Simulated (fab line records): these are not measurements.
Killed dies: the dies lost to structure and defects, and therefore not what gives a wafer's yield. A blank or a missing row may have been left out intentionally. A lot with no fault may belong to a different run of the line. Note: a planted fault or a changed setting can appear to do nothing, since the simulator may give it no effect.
Comparing a struck lot with a sound one ; flow berkeley-cmos170 ; 14 out of 331 route steps
Sound: these wafers, L463.3, L463.4, L463.5. Struck: wafers L460.3, L460.4, L460.6. The cause is given at the end.
Order at every step that has rows: each side's tool, ch and its chambers, its first start. Under that, the readings that differ: sound wafers ; struck wafers ; difference of the means ; sigmas: that difference in standard deviations of wafers without a fault.
alike: same words and numbers on both sides, and readings whose means sit less than 2 such deviations apart. not compared: any withheld reading, any reading some wafer has no value for, any bound like >300 that may hide the same value, and any number with overlapping values for which the record gives no deviation.
A row with sigmas, a row that says differs or no value, or rows on one side alone: a step with any of these is where the two part. When numbers do not overlap yet have no deviation, they are printed without sigmas and do not part them. A reading that every wafer of one side lacks parts them only if that side has two wafers or more.

first, 2 steps without rows for these wafers: UCB170_FIELD_CLEAN_00 (cleans in dHF, time 7.5 s); UCB170_FIELD_OXIDATION_01 (target thk 558.3 nm, ox time 7200 s).
UCB170_FIELD_THK_MEAS_02:
  sound on film-metro-04, day 8 22:10; struck on film-metro-02, day 8 22:10
  alike: FIELD_OXIDE_THK
then, 4 steps without rows for these wafers: UCB170_FIELD_ANNEAL_03 (time 1200 s); UCB170_FIELD_WET_ETCH_04 (etches SiO2 in dHF, time 60 s); UCB170_FIELD_WET_ETCH_05 (etches Si3N4 in H3PO4, time 12600 s); UCB170_FIELD_WET_ETCH_06 (etches SiO2 in BOE, time 22 s).
UCB170_FIELD_THK_MEAS_90:
  sound on film-metro-04, day 9 09:40; struck on film-metro-02, day 9 09:40
  alike: FIELD_OXIDE_LEFT_1_THK
then, 2 steps without rows for these wafers: UCB170_SACOX_CLEAN_00 (cleans in dHF, time 7.5 s); UCB170_SACOX_OXIDATION_01 (target thk 14.4 nm, ox time 2400 s).
UCB170_SACOX_THK_MEAS_02:
  sound on film-metro-01, day 9 16:34; struck on film-metro-02, day 9 16:34
  alike: SACOX_OXIDE_THK
then, 1 step without rows for these wafers: UCB170_SCREENOX_WET_ETCH_00 (etches SiO2 in dHF, time 200 s).
UCB170_SCREENOX_OXIDATION_01: target thk 14.4 nm, ox time 2400 s.
  struck on furnace-01, day 9 20:50; sound on furnace-01 ch 0, day 9 20:50
  no value came back on the struck wafers for ox-temp-c (C), ox-temp-c-max, zone-power-load-pct (%), zone-power-source-pct (%); on the sound wafers ox-temp-c (C) reads 900.1 900.1 899.8
then, 1 step without rows for these wafers: UCB170_SCREENOX_ANNEAL_03 (time 900 s).

WHERE THEY PART
Only at UCB170_SCREENOX_OXIDATION_01, within this record.

WHY: the cause the simulator had injected
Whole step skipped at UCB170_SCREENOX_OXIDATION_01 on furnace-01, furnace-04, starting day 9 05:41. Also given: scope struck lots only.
